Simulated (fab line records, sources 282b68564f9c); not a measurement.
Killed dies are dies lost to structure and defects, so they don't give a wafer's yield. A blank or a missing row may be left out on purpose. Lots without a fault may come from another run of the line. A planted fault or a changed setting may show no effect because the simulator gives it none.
Split-lot experiment | flow rit_cmos | 5 lots, 23 wafers read, on a route of 202 steps

THE SPLIT
At RIT_CONTACT_DEVELOP_07 (develop time 120 s), the setting develop_time_s was moved away from the recipe's 120 s on 8 of the 23 wafers read, by -6.9% to +11.3%. The other wafers ran this setting at the recipe's value.

FROM THE SPLIT TO THE READING: what the file shows between them, 4 steps
- RIT_CONTACT_CD_MEAS_08: target cd 1000 nm
- RIT_CONTACT_HARDBAKE_10: time 60 s
- RIT_CONTACT_ETCH_11: etches SiO2 in CHF3/CF4/Ar, stops on TiSi2, target depth 480 nm, time 320 s
- RIT_CONTACT_STRIP_12: strips in O2, time 180 s

THE READING
cd_nm, in nm, at RIT_CONTACT_CD_MEAS_90 (target cd 1000 nm). Fault-free wafers of this fab line usually give 999.0 nm, standard deviation 2.1 nm.

wafer  | tool, chamber at the split | develop_time_s as run, s | against the recipe | cd_nm, nm | against lot-mates on the recipe
L074.1 | litho_track-04, 0          | 120                      | recipe             | 1000.3    | -
L074.3 | litho_track-04, 0          | 120                      | recipe             | 999.5     | -
L074.4 | litho_track-04, 0          | 120                      | recipe             | 999.4     | -
L074.5 | litho_track-04, 0          | 120                      | recipe             | 998.1     | -
L074.6 | litho_track-04, 0          | 120                      | recipe             | 1002.2    | -
L076.1 | litho_track-04, 0          | 133.5                    | +11.3%             | 1006.6    | +7.3
L076.2 | litho_track-04, 0          | 133.5                    | +11.3%             | 1006.2    | +6.9
L076.4 | litho_track-04, 0          | 120                      | recipe             | 998.6     | -
L076.5 | litho_track-04, 0          | 120                      | recipe             | 1000.0    | -
L076.6 | litho_track-04, 0          | 133.5                    | +11.3%             | 1005.7    | +6.4
L077.1 | litho_track-03, 0          | 130.6                    | +8.8%              | 1005.5    | +8.5
L077.3 | litho_track-03, 0          | 130.6                    | +8.8%              | 1003.1    | +6.1
L077.4 | litho_track-03, 0          | 130.6                    | +8.8%              | 1003.9    | +6.9
L077.5 | litho_track-03, 0          | 120                      | recipe             | 997.9     | -
L077.6 | litho_track-03, 0          | 120                      | recipe             | 996.2     | -
L078.1 | litho_track-01, 0          | 120                      | recipe             | 1002.1    | -
L078.3 | litho_track-01, 0          | 120                      | recipe             | 1002.2    | -
L078.6 | litho_track-01, 0          | 120                      | recipe             | 1000.5    | -
L079.1 | litho_track-04, 0          | 111.7                    | -6.9%              | 996.0     | -7.2
L079.2 | litho_track-04, 0          | 120                      | recipe             | 1003.1    | -
L079.3 | litho_track-04, 0          | 120                      | recipe             | 1003.0    | -
L079.4 | litho_track-04, 0          | 111.7                    | -6.9%              | 994.7     | -8.5
L079.5 | litho_track-04, 0          | 120                      | recipe             | 1003.5    | -

THE FIT
A straight line over all 23 wafers: cd_nm changes by +0.529 nm for each +1% of develop_time_s; r = +0.83; the points scatter about the line by 1.9 nm.
The same after taking each lot's own level away (the mean of its wafers on the recipe; 23 wafers): +0.773 nm for each +1%; r = +0.95; scatter 1.3 nm.
On that fit, the largest move of develop_time_s shifts the reading by 8.7 nm.
The lots' own levels span 997.05 to 1003.20 nm, that is 2.9 times the standard deviation above.
So the lot-to-lot level changes the slope: the two fits differ.
Check: with one of the wafers moved furthest among these (+11.3%) left out of the fit, the line predicts +8.49 nm for it against its lot-mates. It came out at +7.3 nm against them.

OTHER SPLITS ON THESE WAFERS
These wafers also went through other splits before the reading. Each is held against what the fit with the lots' levels taken away leaves over:
other split on the same wafers | wafers away from the commonest value | r with cd_nm (lot level and that fit taken away)
RIT_SILICIDE_SPUTTER_01 time_s | 6                                    | -0.02
RIT_CONTACT_CVD_00 time_s      | 7                                    | -0.18

THE WHOLE CHAIN: every reading that the file lists as answering this split, in the file's order
step                   | what it does                                                                | reading                                                        | change (the file's fit)               | r (the file's)
RIT_CONTACT_CD_MEAS_08 | target cd 1000 nm                                                           | cd_nm                                                          | +0.777 nm for each +1% of the setting | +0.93
RIT_CONTACT_ETCH_11    | etches SiO2 in CHF3/CF4/Ar, stops on TiSi2, target depth 480 nm, time 320 s | CONTACT.cd_nm (the simulator's own value, which no gauge read) | +0.764 nm for each +1% of the setting | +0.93
RIT_CONTACT_CD_MEAS_90 | target cd 1000 nm                                                           | cd_nm                                                          | +0.771 nm for each +1% of the setting | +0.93

THE FILE'S OWN FIT
cd_nm changes by +0.771 nm for each +1% of develop_time_s, r = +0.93.
